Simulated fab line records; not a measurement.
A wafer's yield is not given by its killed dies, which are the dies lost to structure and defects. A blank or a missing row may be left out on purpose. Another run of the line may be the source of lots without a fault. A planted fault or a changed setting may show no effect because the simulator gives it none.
Which of the tools did it? | flow rit cmos | 14 lots, 42 wafers sampled, at 2 steps of a route of 202

## WHAT EACH GAUGE READ, for each wafer
RIT_M1_RS_MEAS_01: uses a four-point probe to measure.
lot  | measured    | on            | M1_AL_RS (ohm/sq)
L896 | day 3 08:13 | film metro-03 | 0.0727 0.0744 0.0726
L899 | day 3 20:04 | film metro-01 | 0.0729 0.0719 0.0716
L900 | day 4 00:32 | film metro-02 | 0.0742 0.0733 0.0732
L902 | day 4 11:23 | film metro-02 | 0.0741 0.0741 0.0740
L903 | day 4 17:23 | film metro-03 | 0.0734 0.0731 0.0736
L904 | day 4 20:32 | film metro-02 | 0.0724 0.0737 0.0736
L905 | day 5 01:39 | film metro-03 | 0.0752 0.0746 0.0753
L907 | day 5 18:37 | film metro-01 | 0.0366 0.0362 0.0360 0.0366 0.0361 0.0361
L908 | day 5 20:41 | film metro-01 | 0.0733 0.0740 0.0745
L910 | day 6 04:28 | film metro-02 | 0.0741 0.0746 0.0746
L912 | day 6 14:15 | film metro-02 | 0.0728 0.0729 0.0727
L914 | day 6 23:39 | film metro-01 | 0.0361 0.0370 0.0362 0.0362 0.0369 0.0362
L915 | day 7 05:19 | film metro-01 | 0.0753 0.0761 0.0759
L916 | day 7 08:21 | film metro-01 | 0.0745 0.0730 0.0731

## WHAT TOOL EACH LOT RAN ON (gives the tool, then ch and the chambers of the sampled wafers, and finally the start)
lot  | RIT_M1_SPUTTER_00
L896 | pvd sputter-03, day 3 07:53
L899 | pvd sputter-04, day 3 19:46
L900 | pvd sputter-03, day 4 00:13
L902 | pvd sputter-03, day 4 11:04
L903 | pvd sputter-04, day 4 17:05
L904 | pvd sputter-03, day 4 20:14
L905 | pvd sputter-04, day 5 01:22
L907 | pvd sputter-03, day 5 17:50
L908 | pvd sputter-02, day 5 20:24
L910 | pvd sputter-03, day 6 04:08
L912 | pvd sputter-03, day 6 13:56
L914 | pvd sputter-03, day 6 22:54
L915 | pvd sputter-02, day 7 05:00
L916 | pvd sputter-03, day 7 08:04
- RIT_M1_SPUTTER_00: material Al, target thk 400 nm, time 500 s.

## AS READ BY THE TOOLS THEMSELVES (means over the sampled wafers that have a number; for cases with no such wafer, the mark the record gives instead)
RIT_M1_SPUTTER_00.
lot  | tool           | throttle valve pct (%)
L896 | pvd sputter-03 | 30.9
L899 | pvd sputter-04 | 29.8
L900 | pvd sputter-03 | 31.2
L902 | pvd sputter-03 | 30.1
L903 | pvd sputter-04 | 30.3
L904 | pvd sputter-03 | 30.6
L905 | pvd sputter-04 | 30.0
L907 | pvd sputter-03 | 31.8
L908 | pvd sputter-02 | 29.4
L910 | pvd sputter-03 | 30.5
L912 | pvd sputter-03 | 30.3
L914 | pvd sputter-03 | 31.6
L915 | pvd sputter-02 | 30.2
L916 | pvd sputter-03 | 31.2

## THE ANSWER, worked out from the rows above alone
Rule: the usual values come from the lots themselves. Put in order of their means at a reading, lots are off if they are a third of the lots or fewer, leave a main group of 4 or more, and stand apart from it by a gap of 3 or more times the standard deviation of the main group's means; of several such gaps the widest counts. A main group whose means are all the same, to the digits that the tables above print for the reading, isn't used. A lot without any number at a reading at which 4 lots or more have one is off too. The other lots that the step has rows for count as sound. The gauges are gone through in route order, then the tools' own readings, and for those a lot's mean is taken as printed above. At the first step where some lot is off, the reading lying furthest off is the one used; lots without a number count as furthest.
Off: L907, L914, seen at RIT_M1_RS_MEAS_01 (M1_AL_RS). The main group has a mean of 0.0738 ohm/sq with a standard deviation of 0.00094.
A tool fits if, at a process step before that reading, it ran every lot that is off, and no sound lot after the first of them. Gauges at RIT_M1_RS_MEAS_01: tried the same way as those tools. Of those tried, none fits.

## WHAT WAS PUT IN BY THE SIMULATOR
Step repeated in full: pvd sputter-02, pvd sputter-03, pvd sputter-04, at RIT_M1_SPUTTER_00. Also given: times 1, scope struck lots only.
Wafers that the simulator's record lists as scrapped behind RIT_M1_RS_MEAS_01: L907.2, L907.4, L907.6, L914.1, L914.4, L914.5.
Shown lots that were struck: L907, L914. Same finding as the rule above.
